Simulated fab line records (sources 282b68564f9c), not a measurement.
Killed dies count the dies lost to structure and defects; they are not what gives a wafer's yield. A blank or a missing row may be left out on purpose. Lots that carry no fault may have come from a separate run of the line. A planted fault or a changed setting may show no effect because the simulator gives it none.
Which of the tools did it? | flow rit_cmos | 7 lots, 21 wafers sampled, at 2 steps of a route of 202

## WHAT EACH GAUGE READ, for each wafer
RIT_FOX2_THK_MEAS_01.
lot  | measured    | on            | FOX2_OXIDE_THK (nm)
L345 | day 1 23:44 | film_metro-01 | 357 358 355
L347 | day 2 09:44 | film_metro-04 | 359 358 359
L349 | day 2 19:30 | film_metro-02 | 356 357 356
L353 | day 3 15:28 | film_metro-01 | 370 371 375
L357 | day 4 13:57 | film_metro-01 | 543 536 547
L360 | day 5 09:56 | film_metro-01 | 530 523 524
L365 | day 6 04:53 | film_metro-02 | 348 350 349

## WHAT TOOL EACH LOT RAN ON (gives the tool, then ch and the chambers of the sampled wafers, and finally the start)
lot  | RIT_FOX2_OXIDATION_00
L345 | furnace-02 ch 0, day 1 22:25
L347 | furnace-02 ch 0, day 2 08:25
L349 | furnace-02 ch 0, day 2 18:11
L353 | furnace-02 ch 0, day 3 14:09
L357 | furnace-01 ch 0, day 4 10:43 and furnace-02 ch 0, day 4 12:38
L360 | furnace-02 ch 0, day 5 05:18
L365 | furnace-04 ch 0, day 6 03:32
- RIT_FOX2_OXIDATION_00: target thk 350.7 nm, ox time 1130 s.

## THE ANSWER, worked out from the rows above alone
Rule: the usual values come from the lots themselves. Put in order of their means at a reading, lots are off if they are a third of the lots or fewer, leave a main group of 4 or more, and stand apart from it by a gap of 3 or more times the standard deviation of the main group's means; of several such gaps the widest counts. The tables above print the reading to a certain number of digits; a main group whose means all agree to those digits is not used. A lot without any number at a reading at which 4 lots or more have one is off too. The other lots that the step has rows for count as sound.
Off: L357, L360, at RIT_FOX2_THK_MEAS_01 (FOX2_OXIDE_THK). The main group: mean 359 nm, standard deviation 7.5.
A tool fits if, at a process step before that reading, it ran every lot that is off, and no sound lot after the first of them. Gauges at RIT_FOX2_THK_MEAS_01: tried the same way as those tools. This does not decide it: 2 tools fit, namely furnace-02 at RIT_FOX2_OXIDATION_00 and film_metro-01 at RIT_FOX2_THK_MEAS_01.

## WHAT HAD BEEN PUT IN BY THE SIMULATOR
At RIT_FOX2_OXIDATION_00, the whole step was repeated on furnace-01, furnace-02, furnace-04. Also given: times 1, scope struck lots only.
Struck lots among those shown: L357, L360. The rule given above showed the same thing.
